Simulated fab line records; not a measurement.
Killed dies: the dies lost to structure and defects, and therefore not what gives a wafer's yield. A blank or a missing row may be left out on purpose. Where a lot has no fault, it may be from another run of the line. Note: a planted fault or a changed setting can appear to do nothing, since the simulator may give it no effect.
A struck lot beside a sound one    flow rit-cmos    15 out of 202 route steps
Sound: these wafers, L706.3, L706.4, L706.5. Wafers struck: L718.2, L718.5, L718.6. The cause comes at the end.
At each step with rows: each side's tool, then ch and its chambers, then its first start. Under that, the readings that differ: sound wafers    struck wafers    difference of the means    sigmas: that difference in standard deviations of wafers without a fault.
alike: a reading whose means differ by less than 2 such deviations, as well as words and numbers matching on both sides. not compared: withheld readings; readings where some wafer has no value; bounds like >300 that might hide an equal value; numbers whose values overlap and for which the record gives no deviation.
The two part at a step that has a row with sigmas, a row that says differs or no value, or rows on one side only. Non-overlapping numbers with no deviation appear without sigmas and do not part them. A reading that every wafer of one side lacks parts them only if that side has two wafers or more.

RIT_GATE_THK_MEAS_07:
  sound: film-metro-03 at day 2 15:40; struck: film-metro-04 at day 5 07:02
  alike: GATE_OXIDE_THK
then, 1 step without rows for these wafers: RIT_GATE_CVD_08 (deposits poly-Si from SiH4, target thk 250 nm, time 2220 s).
RIT_GATE_THK_MEAS_09:
  sound: film-metro-01 at day 2 17:20; struck: film-metro-04 at day 5 10:44
  alike: GATE_POLY_THK
then, 6 steps without rows for these wafers: RIT_GATE_HMDS_10 (prime time 60 s); RIT_GATE_COAT_11 (resist thk 850 nm); RIT_GATE_SOFTBAKE_12 (time 60 s); RIT_GATE_EXPOSE_13 (exposes mask M6, target cd 150 nm); RIT_GATE_PEB_14; RIT_GATE_DEVELOP_15 (develop time 50 s).
RIT_GATE_CD_MEAS_16 targets a cd of 150 nm.
  sound: cd-sem-02 at day 2 18:16; struck: cd-sem-01 at day 5 11:59
  alike: cd-nm
RIT_GATE_OVL_MEAS_17:
  sound: overlay-01 at day 2 18:22; struck: overlay-01 at day 5 12:05
  alike: GATE_OVL
then, 1 step without rows for these wafers: RIT_GATE_HARDBAKE_18 (time 60 s).
RIT_GATE_ETCH_19: etches poly-Si in SF6/CHF3/O2, stops on SiO2, time 165 s, target depth 312.5 nm.
  sound on rie-si-01 ch 1,2, day 2 18:32; struck on rie-si-02 ch 1,2, day 5 12:16
reading                                    sound              struck             difference  sigmas
oes-product-au (a.u.)                      0.816 0.855 0.833  0.626 0.653 0.632  -0.198      -15
run-length-s (s)                           193.0 193.5 193.0  277.3 277.3 276.6  +83.9       +99 or more
model.NOVOLAK_of_GATE_COAT_11.thk-nm (nm)  669.5 676.7 674.2  626.4 625.9 626    -47.4       
  alike: drypump-motor-current-A, throttle-valve-pct
  not compared: rf-hours-counter-h
RIT_GATE_STRIP_20: strips in O2, time 180 s.
  sound on plasma-asher-03 ch 0,1, day 2 18:42; struck on plasma-asher-02 ch 0,1, day 5 12:23
  alike: drypump-motor-current-A
  not compared: rf-hours-counter-h
RIT_M1_PROBE_99:
  sound: prober-01 at day 3 17:26; struck: prober-01 at day 6 09:58
reading                              sound              struck             difference  sigmas
model.etest.pmos-turned.r-on-ohm-um  3379 3443 3488     3036 3053 2979     -414        
model.etest.pmos_0p3.r-on-ohm-um     6193 6287 6284     6078 6105 6029     -184        
model.etest.pmos_0p15.r-on-ohm-um    2769 2804 2828     2572 2540 2491     -266        
model.etest.nmos_0p15.r-on-ohm-um    1140 1139 1165     1234 1216 1219     +75         
model.etest.nmos_0p3.r-on-ohm-um     2144 2161 2184     2286 2257 2260     +105        
model.etest.pwell-pinched.rs-ohm-sq  460.3 461.8 467.9  505.6 517 515      +49.2       
model.etest.nwell-pinched.rs-ohm-sq  341.6 336.6 339.1  383.4 381.3 384.8  +44.1       
model.etest.pmos_0p15.drive-ua-um    260.4 250.7 249.6  295.6 296.7 302.9  +44.8       
  alike: killed-at-contacts, killed-at-front-end, killed-dies, killed-open, killed-short

WHERE THEY PART
At RIT_GATE_ETCH_19 and nowhere else, as far as this record goes. Later steps at which nothing parts them and some readings are alike: RIT_GATE_STRIP_20, RIT_M1_PROBE_99.

WHY: what had been put in by the simulator
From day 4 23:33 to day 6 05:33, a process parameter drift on rie-si-02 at RIT_GATE_ETCH_19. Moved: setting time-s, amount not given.
